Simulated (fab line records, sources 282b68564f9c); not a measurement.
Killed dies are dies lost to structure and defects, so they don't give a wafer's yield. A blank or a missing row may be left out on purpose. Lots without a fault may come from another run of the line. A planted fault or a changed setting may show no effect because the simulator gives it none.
Which tool did it? | flow rit_cmos | 13 lots, 39 wafers sampled, at 3 steps of a route of 202

WHAT THE GAUGES READ, wafer by wafer
RIT_PRETRO_OVL_MEAS_06.
lot  | measured    | on         | PRETRO_OVL (nm)
L891 | day 2 08:00 | overlay-01 | 0.6 -0.2 -0.1
L893 | day 2 17:29 | overlay-02 | 1.8 2.8 2.9
L895 | day 3 07:09 | overlay-02 | -2.0 -2.3 -1.4
L896 | day 3 10:24 | overlay-02 | 0.8 0.5 2.2
L897 | day 3 14:40 | overlay-01 | 0.6 0.4 -0.3
L899 | day 3 23:07 | overlay-02 | - - -
L903 | day 4 20:20 | overlay-01 | 1.3 2.6 0.8
L908 | day 6 04:00 | overlay-02 | -1.1 -1.1 0.5
L909 | day 6 09:05 | overlay-01 | 0.4 0.1 1.6
L911 | day 6 17:13 | overlay-01 | 1.0 1.7 0.8
L910 | day 6 17:50 | overlay-01 | 1.4 -1.5 1.9
L914 | day 7 11:37 | overlay-02 | 1.4 0.5 0.4
L913 | day 7 11:44 | overlay-02 | 1.9 -0.6 -0.1

RIT_PRETRO_TW_MEAS_10.
lot  | measured    | on            | PRETRO_TW
L891 | day 2 08:37 | film_metro-01 | 470 469 470
L893 | day 2 18:06 | film_metro-01 | 475 474 472
L895 | day 3 07:46 | film_metro-01 | 476 474 475
L896 | day 3 11:01 | film_metro-02 | 474 479 476
L897 | day 3 15:16 | film_metro-01 | 473 475 475
L899 | day 3 23:47 | film_metro-02 | 30 30 30
L903 | day 4 20:57 | film_metro-03 | 481 482 480
L908 | day 6 04:37 | film_metro-03 | 485 482 485
L909 | day 6 09:41 | film_metro-01 | 472 472 473
L911 | day 6 17:50 | film_metro-03 | 483 485 483
L910 | day 6 18:26 | film_metro-02 | 479 477 474
L914 | day 7 12:13 | film_metro-01 | 472 472 475
L913 | day 7 12:20 | film_metro-03 | 483 484 482

WHICH TOOL RAN EACH LOT (tool, then ch and the chambers of the sampled wafers, then the start)
lot  | RIT_PRETRO_EXPOSE_03
L891 | iline_stepper-01 ch 0, day 2 07:34
L893 | iline_stepper-02 ch 0, day 2 17:04
L895 | iline_stepper-01 ch 0, day 3 06:39
L896 | iline_stepper-02 ch 0, day 3 09:58
L897 | iline_stepper-01 ch 0, day 3 14:14
L899 | iline_stepper-02 ch 0, day 3 22:40
L903 | iline_stepper-01 ch 0, day 4 19:55
L908 | iline_stepper-01 ch 0, day 6 03:35
L909 | iline_stepper-01 ch 0, day 6 08:32
L911 | iline_stepper-02 ch 0, day 6 16:49
L910 | iline_stepper-02 ch 0, day 6 17:25
L914 | iline_stepper-02 ch 0, day 7 11:05
L913 | iline_stepper-01 ch 0, day 7 11:18
- RIT_PRETRO_EXPOSE_03: exposes mask M5, target cd 43700 nm.

WHAT THE TOOLS THEMSELVES READ (means of the sampled wafers that have a number; where no wafer has one, the mark that the record gives instead)
The record holds no such reading with a usual standard deviation.

THE ANSWER, worked out from the rows above alone
Rule: what is usual is taken from the lots themselves. Put in order of their means at a reading, lots are off if they are a third of the lots or fewer, leave a main group of 4 or more, and stand apart from it by a gap of 3 or more times the standard deviation of the main group's means; of several such gaps the widest counts. A main group whose means are all the same, to the digits that the tables above print for the reading, isn't used. A lot without any number at a reading at which 4 lots or more have one is off too. The other lots that the step has rows for count as sound. The gauges are gone through in route order, then the tools' own readings, and for those a lot's mean is taken as printed above. The first step at which some lot is off is used, and at that step the reading that is off furthest; a lot without a number counts as furthest.
Off: L899, at RIT_PRETRO_OVL_MEAS_06 (PRETRO_OVL). Without a number there: L899. The main group: mean 0.6 nm, standard deviation 1.1.
A tool fits if, at a process step before that reading, it ran every lot that is off, and no sound lot after the first of them. The gauges at RIT_PRETRO_OVL_MEAS_06 aren't tried: what is off there is off at RIT_PRETRO_TW_MEAS_10 too, on other tools, and a gauge's error can't cause that. None of those tried fits.

WHAT THE SIMULATOR HAD PUT IN
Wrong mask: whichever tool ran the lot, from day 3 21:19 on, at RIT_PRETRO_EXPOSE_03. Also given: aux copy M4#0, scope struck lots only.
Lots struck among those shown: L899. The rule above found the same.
